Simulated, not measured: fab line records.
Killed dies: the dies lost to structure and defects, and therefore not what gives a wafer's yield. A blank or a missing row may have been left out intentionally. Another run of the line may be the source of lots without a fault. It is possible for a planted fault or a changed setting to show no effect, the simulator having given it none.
Which of the tools did it? ; flow rit_cmos ; 13 lots, 39 wafers sampled, at 2 steps of a route of 202

## WHAT THE GAUGES SHOWED, per wafer
The record lacks any reading of a measuring or inspecting step that a usual standard deviation could be used to judge.

## WHAT TOOL EACH LOT RAN ON (gives the tool, then ch and the chambers of the sampled wafers, and finally the start)
lot;RIT_GATE_SOFTBAKE_12;RIT_M1_PROBE_99
L254;litho_track-01 ch 0, day 2 12:45;-
L255;litho_track-03 ch 0, day 2 16:15;-
L256;litho_track-02 ch 0, day 2 23:17;-
L257;litho_track-02 ch 0, day 3 02:34;-
L258;litho_track-01 ch 0, day 3 08:43;-
L259;litho_track-01 ch 0, day 3 12:47;-
L266;litho_track-03 ch 0, day 5 05:19;-
L267;litho_track-03 ch 0, day 5 15:44;prober-02, day 6 16:06
L269;litho_track-03 ch 0, day 5 21:24;-
L270;litho_track-02 ch 0, day 6 06:23;-
L273;litho_track-02 ch 0, day 6 19:19;-
L274;litho_track-02 ch 0, day 6 20:00;-
L277;litho_track-02 ch 0, day 7 08:19;-
- RIT_GATE_SOFTBAKE_12: time 60 s.
- RIT_M1_PROBE_99

## WHAT THE TOOLS THEMSELVES READ (means of the sampled wafers that have a number; where no wafer has one, the mark that the record gives instead)
RIT_GATE_SOFTBAKE_12.
lot;tool;heater_power_total_W (W);plate_temp_C (C);resist_line_temp_C (C)
L254;litho_track-01;34.57;90.00;23.06
L255;litho_track-03;34.56;90.02;23.04
L256;litho_track-02;34.59;90.05;22.90
L257;litho_track-02;34.55;90.04;23.05
L258;litho_track-01;34.55;90.01;23.25
L259;litho_track-01;34.55;90.02;23.06
L266;litho_track-03;33.79;88.56;23.06
L267;litho_track-03;33.79;88.53;23.19
L269;litho_track-03;33.78;88.53;23.13
L270;litho_track-02;34.55;90.07;22.89
L273;litho_track-02;34.58;89.84;22.99
L274;litho_track-02;34.57;89.88;22.94
L277;litho_track-02;34.54;90.05;23.07

RIT_M1_PROBE_99.
lot;tool;killed_at_M0_to_M3;killed_at_contacts;killed_at_front_end;killed_dies;killed_open;killed_short
L267;prober-02;0.0;0.3;3.7;4.0;1.7;2.3

## THE ANSWER, worked out from the rows above alone
Rule: what is usual is taken from the lots themselves. Put in order of their means at a reading, lots are off if they are a third of the lots or fewer, leave a main group of 4 or more, and stand apart from it by a gap of 3 or more times the standard deviation of the main group's means; of several such gaps the widest counts. A main group whose means are all the same, to the digits that the tables above print for the reading, isn't used. Also off: a lot with no number at a reading for which 4 or more lots have one. Any other lot the step has rows for is counted as sound. Order of review: gauges by route order, followed by the tools' own readings, for which a lot's mean as printed above is used. At the first step where some lot is off, the reading lying furthest off is the one used; lots without a number count as furthest.
Off: L266, L267, L269, at RIT_GATE_SOFTBAKE_12 (heater_power_total_W). Mean 34.56 W and standard deviation 0.015 in the main group.
If a tool, at that step or one of the process steps before it, ran each lot that is off and ran no sound lot following the first of them, it fits. One fits: RIT_GATE_SOFTBAKE_12 on litho_track-03. A fault onset in the window from L255 (day 2 16:15, its last sound lot) to L266 (day 5 05:19, its first lot off) fits.
The tool's own readings at RIT_GATE_SOFTBAKE_12 bear it out: on the lots that are off they differ by more than 5 times the standard deviation of the sound lots' means. heater_power_total_W reads 33.79 W there against 34.56 W on the sound lots; plate_temp_C reads 88.54 C there against 90.00 C on the sound lots.

## WHAT THE SIMULATOR HAD INSERTED
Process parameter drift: litho_track-03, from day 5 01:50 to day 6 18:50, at RIT_GATE_SOFTBAKE_12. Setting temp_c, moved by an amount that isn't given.
Struck lots among those shown: L266, L267, L269. The rule given above showed the same thing.
